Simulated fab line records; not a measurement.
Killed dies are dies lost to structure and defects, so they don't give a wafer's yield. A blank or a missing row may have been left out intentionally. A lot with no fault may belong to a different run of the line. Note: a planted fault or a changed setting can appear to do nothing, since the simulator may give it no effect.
Which of the tools did it? -- flow rit cmos -- 15 lots with 45 wafers sampled at 2 steps, on a route of 202 steps

WHAT THE GAUGES READ, wafer by wafer
The record lacks any reading of a measuring or inspecting step that a usual standard deviation could be used to judge.

WHICH TOOL RAN EACH LOT (tool, then ch and the chambers of the sampled wafers, then the start)
lot,RIT_NRETRO_STRIP_09,RIT_M1_PROBE_99
L130,"plasma asher-02 ch 0,1, day 2 08:29","prober-02, day 3 13:43"
L131,"plasma asher-01 ch 1, day 2 13:35","prober-01, day 3 18:42"
L132,"plasma asher-01 ch 0,1, day 2 16:38","prober-02, day 3 20:47"
L133,"plasma asher-02 ch 0,1, day 2 22:13","prober-01, day 4 08:18"
L134,"plasma asher-01 ch 0,1, day 3 04:37","prober-02, day 4 14:10"
L136,"plasma asher-04 ch 0,1, day 3 16:06","prober-01, day 4 21:52"
L137,"plasma asher-01 ch 0,1, day 3 21:40","prober-01, day 5 05:20"
L139,"plasma asher-01 ch 0,1, day 4 11:04","prober-01, day 5 15:40"
L141,"plasma asher-01 ch 0,1, day 4 19:20","prober-01, day 6 03:02"
L145,"plasma asher-02 ch 0,1, day 5 10:46","prober-02, day 7 15:05"
L147,"plasma asher-02 ch 0,1, day 5 23:33","prober-01, day 7 15:08"
L149,"plasma asher-02 ch 0,1, day 6 06:04","prober-02, day 7 15:26"
L150,"plasma asher-02 ch 0,1, day 6 12:07","prober-02, day 7 22:47"
L152,"plasma asher-04 ch 0,1, day 6 21:36","prober-02, day 8 08:40"
L153,"plasma asher-04 ch 0,1, day 7 04:22","prober-02, day 8 20:47"
- RIT_NRETRO_STRIP_09: strips in O2, time 180 s.
- RIT_M1_PROBE_99

AS READ BY THE TOOLS THEMSELVES (means over the sampled wafers that have a number; for cases with no such wafer, the mark the record gives instead)
RIT_NRETRO_STRIP_09. Usual: drypump motor current A 5.69 A, standard deviation 0.3; o2 flow sccm 4002 sccm, standard deviation 9.9; rf refl power W 6.2 W, standard deviation 1.7.
lot,tool,drypump motor current A (A),o2 flow sccm (sccm),rf refl power W (W),flag
L130,plasma asher-02,5.28,3999,6.9,
L131,plasma asher-01,6.08,4008,5.4,
L132,plasma asher-01,5.91,4000,5.5,
L133,plasma asher-02,5.31,4002,6.9,
L134,plasma asher-01,5.73,4016,5.7,
L136,plasma asher-04,5.75,4001,5.3,
L137,plasma asher-01,5.90,4002,5.5,
L139,plasma asher-01,5.91,4003,5.6,
L141,plasma asher-01,5.71,3994,5.9,
L145,plasma asher-02,5.51,4002,7.7,
L147,plasma asher-02,5.51,3994,7.5,
L149,plasma asher-02,5.31,3994,6.9,
L150,plasma asher-02,5.32,3993,6.9,
L152,plasma asher-04,5.75,4005,5.0,
L153,plasma asher-04,5.84,3997,6.7,

RIT_M1_PROBE_99. Usual: killed_at_M0_to_M3 0.0 (standard deviation 0.12); killed at contacts 0.1 (standard deviation 0.23); killed at front end 6 (standard deviation 3.1); killed dies 6 (standard deviation 3.1); killed on rim 1.7 (standard deviation 1.3); killed open 3.2 (standard deviation 1.9); killed short 3.2 (standard deviation 2.1).
lot,tool,killed_at_M0_to_M3,killed at contacts,killed at front end,killed dies,killed on rim,killed open,killed short,flag
L130,prober-02,0.0,0.0,8,8,2.7,5.0,3.3,
L131,prober-01,0.0,0.0,6,6,1.3,3.0,2.7,
L132,prober-02,0.0,0.0,8,8,3.0,3.0,4.7,
L133,prober-01,0.0,0.0,7,7,2.3,4.3,2.7,
L134,prober-02,0.0,0.0,5,5,1.0,1.7,3.0,
L136,prober-01,0.0,0.0,5,5,0.7,2.3,2.3,
L137,prober-01,0.3,0.0,22,22,10.0,4.0,4.3,OFF
L139,prober-01,0.0,0.0,16,16,9.0,1.0,2.0,OFF
L141,prober-01,0.0,0.0,20,20,10.0,4.0,2.0,OFF
L145,prober-02,0.0,0.3,6,6,2.3,3.3,3.0,
L147,prober-01,0.0,0.0,6,6,0.7,2.3,3.7,
L149,prober-02,0.0,0.0,11,11,1.3,4.0,6.7,
L150,prober-02,0.0,0.0,12,12,3.0,6.3,5.7,
L152,prober-02,0.0,0.0,5,5,1.3,2.3,2.3,
L153,prober-02,0.0,0.0,5,5,1.0,2.7,2.0,

THE ANSWER, worked out from the rows above alone
Rule: take the mean of a lot's wafers that have a number; if it is more than 3 standard deviations from the usual mean, the lot is off. Also off: a lot with no number at a reading for which 4 or more lots have one. Where the step has rows for the other lots, those lots are counted as sound. Order of review: gauges by route order, followed by the tools' own readings, for which a lot's mean as printed above is used. The first step at which some lot is off is used, and at that step the reading that is off furthest; a lot without a number counts as furthest.
Off: L137, L139, L141 (RIT_M1_PROBE_99, killed on rim).
If a tool, at that step or one of the process steps before it, ran each lot that is off and ran no sound lot following the first of them, it fits. One fits: RIT_NRETRO_STRIP_09 on plasma asher-01. Its last sound lot is L134 (day 3 04:37), its first lot that is off L137 (day 3 21:40): a fault that began between those two fits.

WHAT WAS PUT IN BY THE SIMULATOR
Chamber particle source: plasma asher-01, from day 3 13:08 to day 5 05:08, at RIT_NRETRO_STRIP_09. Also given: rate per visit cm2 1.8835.
Shown lots that were struck: L137, L139, L141. This agrees with what the rule above found.
